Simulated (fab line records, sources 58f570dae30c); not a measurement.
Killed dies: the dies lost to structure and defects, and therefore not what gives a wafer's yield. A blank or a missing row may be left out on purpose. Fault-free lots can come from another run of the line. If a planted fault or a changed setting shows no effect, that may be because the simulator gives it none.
The tool behind it: which one? + flow berkeley-cmos170 + at 1 step of a route of 331, 7 lots with 21 wafers sampled

## WHAT THE GAUGES SHOWED, per wafer
UCB170_PVT_OVL_MEAS_06.
| lot  | measured     | on         | PVT_OVL (nm) |
|------|--------------|------------|--------------|
| L275 | day 6 23:40  | overlay-02 | 3 9 1        |
| L276 | day 7 10:43  | overlay-02 | 9 7 1        |
| L280 | day 7 20:03  | overlay-01 | -3 2 0       |
| L286 | day 9 21:33  | overlay-01 | 1 -1 -3      |
| L288 | day 10 19:55 | overlay-01 | 15 2 6       |
| L293 | day 11 05:55 | overlay-01 | 3 -6 2       |
| L294 | day 12 01:04 | overlay-01 | 4 2 4        |

## EACH LOT AND THE TOOL THAT RAN IT (in order: tool; ch and the chambers of the sampled wafers; start)
Before these readings, the record contains no process step.

## THE ANSWER, worked out from the rows above alone
Rule: usual is defined by the lots themselves. The widest of any qualifying gaps counts: lots, ordered by their means at a reading, are off when they make up no more than a third of the lots, leave a main group of 4 or more, and stand apart from it by 3 or more times the standard deviation of that group's means. A main group whose means are all the same, to the digits that the tables above print for the reading, isn't used. Also off: a lot with no number at a reading for which 4 or more lots have one. All remaining lots with rows at the step are treated as sound.
Across all readings shown, no lot is off: no conclusion can be drawn from this.

## WHAT THE SIMULATOR HAD PUT IN
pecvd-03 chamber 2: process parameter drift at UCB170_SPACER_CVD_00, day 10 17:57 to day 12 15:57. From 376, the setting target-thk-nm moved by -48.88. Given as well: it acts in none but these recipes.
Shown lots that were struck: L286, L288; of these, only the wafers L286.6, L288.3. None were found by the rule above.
